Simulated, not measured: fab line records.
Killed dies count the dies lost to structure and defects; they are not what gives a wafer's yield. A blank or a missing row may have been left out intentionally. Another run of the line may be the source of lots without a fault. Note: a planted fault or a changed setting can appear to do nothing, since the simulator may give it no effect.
A struck lot beside a sound one | flow ritCmos | 43 out of 202 route steps
Sound: the wafers L627.1, L627.4, L627.5. Struck: wafers L634.1, L634.3, L634.4. The cause is named last.
Per side, at each step with rows, come the tool, then ch with its chambers, and then its first start. Under that, the readings that differ: sound wafers | struck wafers | difference of the means | sigmas: that difference in standard deviations of wafers without a fault.
alike: same words and numbers on both sides, and readings whose means sit less than 2 such deviations apart. not compared: any withheld reading, any reading some wafer has no value for, any bound like >300 that may hide the same value, and any number with overlapping values for which the record gives no deviation.
Wherever a step has rows on one side only, a row that says differs or no value, or a row with sigmas, the two part there. When numbers do not overlap yet have no deviation, they are printed without sigmas and do not part them. Lack of a reading on every wafer of one side parts them only where that side has two or more wafers.

first, 6 steps without rows for these wafers: RIT_PSD_HMDS_00 (prime time 60 s); RIT_PSD_COAT_01 (resist thk 1000 nm); RIT_PSD_SOFTBAKE_02 (time 60 s); RIT_PSD_EXPOSE_03 (exposes mask M10, target cd 40900 nm); RIT_PSD_PEB_04; RIT_PSD_DEVELOP_05 (develop time 50 s).
RIT_PSD_OVL_MEAS_06:
  struck on overlay-01, day 5 18:58; sound on overlay-01, day 4 07:38
  alike: PSD_OVL
then, 2 steps without rows for these wafers: RIT_PSD_HARDBAKE_07 (time 60 s); RIT_PSD_IMPLANT_08.
RIT_PSD_STRIP_09: strips in O2, time 180 s.
  sound on plasmaAsher-02 ch 0, day 4 08:14; struck on plasmaAsher-04 ch 0,1, day 5 19:19
  alike: drypumpMotorCurrentA
  not compared: rfHoursCounterH
RIT_PSD_TW_MEAS_10:
  struck on filmMetro-04, day 5 19:29; sound on filmMetro-02, day 4 08:25
  alike: PSD_TW
then, 1 step without rows for these wafers: RIT_SDANNEAL_CLEAN_00 (cleans in SC1, time 600 s).
RIT_SDANNEAL_CLEAN_01: cleans in dHF, time 30 s.
  sound on wetBench-03 ch 2, day 4 08:40; struck on wetBench-03 ch 0, day 5 19:44
then, 2 steps without rows for these wafers: RIT_SDANNEAL_CLEAN_02 (cleans in SC2, time 600 s); RIT_SDANNEAL_RTA_03 (time 5 s).
RIT_SDANNEAL_RS_MEAS_04: measurement is done with a four-point probe.
  struck on filmMetro-01, day 5 19:59; sound on filmMetro-04, day 4 08:56
  alike: PSD_RS
RIT_SDANNEAL_RS_MEAS_05: measurement is done with a four-point probe.
  struck on filmMetro-01, day 5 20:06; sound on filmMetro-04, day 4 09:03
  alike: NSD_RS
RIT_SDANNEAL_RS_MEAS_06: measurement is done with a four-point probe.
  struck on filmMetro-01, day 5 20:13; sound on filmMetro-04, day 4 09:10
  alike: PLDD_RS
RIT_SDANNEAL_RS_MEAS_07: measurement is done with a four-point probe.
  struck on filmMetro-01, day 5 20:20; sound on filmMetro-04, day 4 09:17
  alike: NLDD_RS
then, 1 step without rows for these wafers: RIT_SILICIDE_WET_ETCH_00 (etches SiO2 in BOE, target depth 14 nm, time 15 s).
RIT_SILICIDE_SPUTTER_01: material Ti, target thk 30 nm, time 246.8 s.
  struck on pvdSputter-03, day 5 20:29; sound on pvdSputter-03, day 4 09:25
  alike: throttleValvePct
RIT_SILICIDE_RS_MEAS_02: measurement is done with a four-point probe.
  struck on filmMetro-03, day 5 20:38; sound on filmMetro-03, day 4 09:34
  alike: SILICIDE_TI_RS
RIT_SILICIDE_THK_MEAS_03: measures by xrf.
  struck on filmMetro-03, day 5 20:45; sound on filmMetro-03, day 4 09:41
  alike: SILICIDE_TI_THK
RIT_SILICIDE_RTA_04: time 10 s, ramp up 5 s, ramp down 5 s.
  sound on rtpAnneal-02 ch 0, day 4 09:45; struck on rtpAnneal-02 ch 0, day 5 20:49
  alike: wafer_temp_C_max
then, 1 step without rows for these wafers: RIT_SILICIDE_WET_ETCH_05 (etches Ti in SPM, time 120 s).
RIT_SILICIDE_RTA_06: time 10 s, ramp up 5 s, ramp down 10 s.
  sound on rtpAnneal-01 ch 0, day 4 09:52; struck on rtpAnneal-01 ch 0, day 5 20:55
  alike: wafer_temp_C_max
then, 1 step without rows for these wafers: RIT_CONTACT_CVD_00 (deposits SiO2 from TEOS, target thk 400 nm, time 61 s).
RIT_CONTACT_THK_MEAS_01:
  struck on filmMetro-04, day 5 21:02; sound on filmMetro-03, day 4 09:59
  alike: CONTACT_TEOS_THK
then, 6 steps without rows for these wafers: RIT_CONTACT_HMDS_02 (prime time 60 s); RIT_CONTACT_COAT_03 (resist thk 1000 nm); RIT_CONTACT_SOFTBAKE_04 (time 60 s); RIT_CONTACT_EXPOSE_05 (exposes mask M11, target cd 1000 nm); RIT_CONTACT_PEB_06; RIT_CONTACT_DEVELOP_07 (develop time 120 s).
RIT_CONTACT_CD_MEAS_08 targets a cd of 1000 nm.
  struck on cdSem-02, day 5 22:04; sound on cdSem-01, day 4 11:01
  alike: cdNm
RIT_CONTACT_OVL_MEAS_09:
  struck on overlay-02, day 5 22:11; sound on overlay-01, day 4 11:08
  alike: CONTACT_OVL
then, 2 steps without rows for these wafers: RIT_CONTACT_HARDBAKE_10 (time 60 s); RIT_CONTACT_ETCH_11 (etches SiO2 in CHF3/CF4/Ar, stops on TiSi2, target depth 480 nm, time 320 s).
RIT_CONTACT_STRIP_12: strips in O2, time 180 s.
  sound on plasmaAsher-04 ch 0, day 4 11:31; struck on plasmaAsher-01 ch 0,1, day 5 22:34
  alike: drypumpMotorCurrentA
  not compared: rfHoursCounterH
RIT_CONTACT_CD_MEAS_90 targets a cd of 1000 nm.
  struck on cdSem-01, day 5 22:44; sound on cdSem-01, day 4 11:41
  alike: cdNm
then, 2 steps without rows for these wafers: RIT_CONTACT_CLEAN_13 (cleans in SC1, time 600 s); RIT_CONTACT_CLEAN_14 (cleans in SC2, time 600 s).
RIT_M1_PROBE_99:
  only the struck wafers here have rows in the record (prober-01, day 6 03:22); the sound ones have none

== WHERE THEY PART ==
Only at RIT_M1_PROBE_99, within this record.

WHY: the cause the simulator had injected
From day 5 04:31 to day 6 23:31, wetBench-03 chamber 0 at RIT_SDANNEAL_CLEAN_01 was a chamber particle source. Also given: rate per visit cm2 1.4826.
